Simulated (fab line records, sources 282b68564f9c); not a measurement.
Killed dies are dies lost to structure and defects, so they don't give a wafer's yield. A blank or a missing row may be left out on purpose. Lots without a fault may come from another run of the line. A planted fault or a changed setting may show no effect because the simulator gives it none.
Which tool did it? | flow rit_cmos | 14 lots, 42 wafers sampled, at 3 steps of a route of 202

WHAT THE GAUGES READ, wafer by wafer
RIT_PWELL_OVL_MEAS_06.
lot  | measured    | on         | PWELL_OVL (nm)
L809 | day 1 23:56 | overlay-02 | -0.3 -0.7 0.0
L813 | day 2 19:03 | overlay-01 | -2.8 -0.3 -0.1
L814 | day 3 00:17 | overlay-01 | 0.2 1.4 0.9
L816 | day 3 08:44 | overlay-02 | 0.7 0.0 0.6
L817 | day 3 14:13 | overlay-01 | 0.3 0.9 0.1
L818 | day 3 18:51 | overlay-01 | 2.0 0.2 1.3
L819 | day 4 00:34 | overlay-02 | -0.2 -0.8 1.4
L821 | day 4 11:22 | overlay-02 | 0.8 0.1 1.5
L822 | day 4 17:00 | overlay-02 | -2.8 -2.5 -2.2
L824 | day 5 00:54 | overlay-01 | -0.8 1.8 -1.8
L825 | day 5 06:02 | overlay-01 | 1.0 0.4 0.8
L830 | day 6 06:58 | overlay-02 | 1.2 -0.3 -0.6
L831 | day 6 13:23 | overlay-01 | 0.3 0.7 -1.0
L832 | day 6 16:52 | overlay-02 | 1.0 1.0 2.7

RIT_PLDD_OVL_MEAS_06.
lot  | measured    | on         | PLDD_OVL (nm)
L809 | day 2 20:19 | overlay-01 | 1.9 1.7 0.7
L813 | day 3 15:53 | overlay-01 | -1.8 0.9 -0.5
L814 | day 3 21:18 | overlay-01 | 0.3 2.2 0.9
L816 | day 4 05:03 | overlay-01 | 0.6 0.9 0.1
L817 | day 4 12:13 | overlay-01 | 1.3 1.4 1.8
L818 | day 4 18:42 | overlay-01 | 0.4 0.6 -0.6
L819 | day 5 00:59 | overlay-01 | 0.0 1.9 2.5
L821 | day 5 08:03 | overlay-02 | -1.0 -0.6 0.5
L822 | day 5 14:55 | overlay-02 | 3.4 1.2 0.0
L824 | day 5 22:36 | overlay-01 | 0.8 1.4 1.3
L825 | day 6 04:59 | overlay-02 | 1.0 -0.8 2.3
L830 | day 7 05:35 | overlay-02 | -0.2 2.3 -0.8
L831 | day 7 09:47 | overlay-02 | -1.0 -0.5 -0.1
L832 | day 7 14:22 | overlay-01 | 1.0 2.1 4.6

WHICH TOOL RAN EACH LOT (tool, then ch and the chambers of the sampled wafers, then the start)
lot  | RIT_ACTIVE_ETCH_13
L809 | rie_diel-04 ch 1,2,3, day 1 15:02
L813 | rie_diel-01 ch 0,1, day 2 10:43
L814 | rie_diel-01 ch 0,2, day 2 16:27
L816 | rie_diel-02 ch 0,2, day 3 01:43
L817 | rie_diel-02 ch 0,2,3, day 3 06:58
L818 | rie_diel-02 ch 1,2,3, day 3 11:45
L819 | rie_diel-04 ch 2,3, day 3 16:50
L821 | rie_diel-01 ch 0,2,3, day 4 03:02
L822 | rie_diel-02 ch 0,1, day 4 07:43
L824 | rie_diel-04 ch 1,3, day 4 17:43
L825 | rie_diel-01 ch 0,3, day 4 22:55
L830 | rie_diel-01 ch 0,1,3, day 5 23:50
L831 | rie_diel-02 ch 0,1,3, day 6 05:43
L832 | rie_diel-01 ch 1,2,3, day 6 09:43
- RIT_ACTIVE_ETCH_13: etches Si3N4 in SF6, stops on SiO2, time 210 s, target depth 210 nm.

WHAT THE TOOLS THEMSELVES READ (means of the sampled wafers that have a number; where no wafer has one, the mark that the record gives instead)
RIT_ACTIVE_ETCH_13.
lot  | tool        | drypump_motor_current_A (A) | oes_product_au (a.u.) | throttle_valve_pct (%)
L809 | rie_diel-04 | 6.0                         | 0.830                 | 7.54
L813 | rie_diel-01 | 5.6                         | 0.820                 | 7.48
L814 | rie_diel-01 | 6.0                         | 0.822                 | 7.38
L816 | rie_diel-02 | 5.8                         | 0.810                 | 7.40
L817 | rie_diel-02 | 5.7                         | 0.818                 | 7.38
L818 | rie_diel-02 | 5.8                         | 0.817                 | 7.44
L819 | rie_diel-04 | 6.1                         | 0.808                 | 7.62
L821 | rie_diel-01 | 5.8                         | 0.819                 | 7.40
L822 | rie_diel-02 | 5.9                         | 0.821                 | 7.50
L824 | rie_diel-04 | 5.8                         | 0.832                 | 7.45
L825 | rie_diel-01 | 6.1                         | 0.803                 | 7.49
L830 | rie_diel-01 | 5.7                         | 0.821                 | 7.46
L831 | rie_diel-02 | 5.7                         | 0.819                 | 7.42
L832 | rie_diel-01 | 5.4                         | 0.820                 | 7.37

THE ANSWER, worked out from the rows above alone
Rule: what is usual is taken from the lots themselves. Put in order of their means at a reading, lots are off if they are a third of the lots or fewer, leave a main group of 4 or more, and stand apart from it by a gap of 3 or more times the standard deviation of the main group's means; of several such gaps the widest counts. A main group whose means are all the same, to the digits that the tables above print for the reading, isn't used. A lot without any number at a reading at which 4 lots or more have one is off too. The other lots that the step has rows for count as sound. The gauges are gone through in route order, then the tools' own readings, and for those a lot's mean is taken as printed above. The first step at which some lot is off is used, and at that step the reading that is off furthest; a lot without a number counts as furthest.
No lot is off at any reading shown: from this, nothing can be told.

WHAT THE SIMULATOR HAD PUT IN
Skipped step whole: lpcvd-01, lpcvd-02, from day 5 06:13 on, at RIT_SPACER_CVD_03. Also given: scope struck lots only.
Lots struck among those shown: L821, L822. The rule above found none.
